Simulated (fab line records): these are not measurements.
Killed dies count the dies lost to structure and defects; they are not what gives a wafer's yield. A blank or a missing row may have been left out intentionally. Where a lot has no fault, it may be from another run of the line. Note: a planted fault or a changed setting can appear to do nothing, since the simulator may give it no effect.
Which tool was responsible? + flow rit-cmos + 14 lots with 42 wafers sampled at 2 steps, on a route of 202 steps

== WHAT EACH GAUGE READ, for each wafer ==
RIT_SDANNEAL_RS_MEAS_04: a four-point-probe measurement.
| lot  | measured    | on            | PSD_RS (ohm/sq)   |
|------|-------------|---------------|-------------------|
| L632 | day 3 12:19 | film-metro-03 | 115.6 115.9 115.7 |
| L633 | day 3 14:39 | film-metro-01 | 116.0 115.8 116.2 |
| L634 | day 3 16:46 | film-metro-01 | 116.0 116.3 116.0 |
| L635 | day 3 21:04 | film-metro-03 | 116.1 115.9 116.1 |
| L637 | day 4 10:48 | film-metro-01 | 116.0 115.7 116.0 |
| L638 | day 4 10:46 | film-metro-04 | 116.3 115.8 116.4 |
| L636 | day 4 10:53 | film-metro-03 | 115.1 115.4 115.4 |
| L640 | day 4 20:35 | film-metro-03 | 115.6 116.0 115.9 |
| L643 | day 5 10:41 | film-metro-03 | 115.8 116.4 116.2 |
| L644 | day 5 15:58 | film-metro-04 | 116.0 116.0 115.4 |
| L650 | day 7 04:58 | film-metro-04 | 119.3 118.9 118.9 |
| L651 | day 7 12:06 | film-metro-01 | 119.2 119.4 119.3 |
| L654 | day 8 07:41 | film-metro-04 | 115.3 115.6 115.9 |
| L655 | day 8 09:32 | film-metro-04 | 115.7 115.9 116.0 |

== WHAT TOOL EACH LOT RAN ON (gives the tool, then ch and the chambers of the sampled wafers, and finally the start) ==
| lot  | RIT_PSD_IMPLANT_08             |
|------|--------------------------------|
| L632 | implanter-02 ch 0, day 3 11:30 |
| L633 | implanter-02 ch 0, day 3 13:40 |
| L634 | implanter-03 ch 0, day 3 15:46 |
| L635 | implanter-03 ch 0, day 3 20:14 |
| L637 | implanter-02 ch 0, day 4 09:39 |
| L638 | implanter-03 ch 0, day 4 09:56 |
| L636 | implanter-01 ch 0, day 4 10:04 |
| L640 | implanter-03 ch 0, day 4 19:46 |
| L643 | implanter-03 ch 0, day 5 09:46 |
| L644 | implanter-03 ch 0, day 5 15:09 |
| L650 | implanter-03 ch 0, day 7 04:10 |
| L651 | implanter-03 ch 0, day 7 11:06 |
| L654 | implanter-02 ch 0, day 8 06:53 |
| L655 | implanter-02 ch 0, day 8 08:43 |
- RIT_PSD_IMPLANT_08

== WHAT THE TOOLS THEMSELVES READ (means of the sampled wafers that have a number; where no wafer has one, the mark that the record gives instead) ==
RIT_PSD_IMPLANT_08.
| lot  | tool         | beam-on-s (s) | faraday-current-uA |
|------|--------------|---------------|--------------------|
| L632 | implanter-02 | 13.7          | 11271              |
| L633 | implanter-02 | 13.7          | 11233              |
| L634 | implanter-03 | 13.8          | 11183              |
| L635 | implanter-03 | 14.0          | 10993              |
| L637 | implanter-02 | 13.6          | 11325              |
| L638 | implanter-03 | 13.8          | 11161              |
| L636 | implanter-01 | 13.5          | 11426              |
| L640 | implanter-03 | 13.9          | 11067              |
| L643 | implanter-03 | 13.9          | 11028              |
| L644 | implanter-03 | 13.5          | 11401              |
| L650 | implanter-03 | 10.6          | 14488              |
| L651 | implanter-03 | 10.5          | 14661              |
| L654 | implanter-02 | 13.7          | 11267              |
| L655 | implanter-02 | 13.8          | 11103              |

== THE ANSWER, worked out from the rows above alone ==
Rule: the lots themselves supply what counts as usual. The widest of any qualifying gaps counts: lots, ordered by their means at a reading, are off when they make up no more than a third of the lots, leave a main group of 4 or more, and stand apart from it by 3 or more times the standard deviation of that group's means. A main group is skipped when, at the precision printed for the reading in the tables above, its means are all equal. A lot without any number at a reading at which 4 lots or more have one is off too. The other lots that the step has rows for count as sound. Order of review: gauges by route order, followed by the tools' own readings, for which a lot's mean as printed above is used. At the first step where some lot is off, the reading lying furthest off is the one used; lots without a number count as furthest.
Off: at RIT_SDANNEAL_RS_MEAS_04 (PSD_RS), L650, L651. The main group: mean 115.9 ohm/sq, standard deviation 0.24.
A tool fits if, at a process step before that reading, it ran every lot that is off, and no sound lot after the first of them. The gauges at RIT_SDANNEAL_RS_MEAS_04 aren't tried: what is off there is off at RIT_PSD_IMPLANT_08 too, on other tools, and a gauge's error can't cause that. One fits: RIT_PSD_IMPLANT_08 on implanter-03. A fault onset in the window from L644 (day 5 15:09, its last sound lot) to L650 (day 7 04:10, its first lot off) fits.
The tool's own readings at RIT_PSD_IMPLANT_08 bear it out: on the lots that are off they differ by more than 5 times the standard deviation of the sound lots' means. beam-on-s reads 10.6 s there against 13.7 s on the sound lots; faraday-current-uA reads 14574 there against 11205 on the sound lots.

== WHAT THE SIMULATOR HAD PUT IN ==
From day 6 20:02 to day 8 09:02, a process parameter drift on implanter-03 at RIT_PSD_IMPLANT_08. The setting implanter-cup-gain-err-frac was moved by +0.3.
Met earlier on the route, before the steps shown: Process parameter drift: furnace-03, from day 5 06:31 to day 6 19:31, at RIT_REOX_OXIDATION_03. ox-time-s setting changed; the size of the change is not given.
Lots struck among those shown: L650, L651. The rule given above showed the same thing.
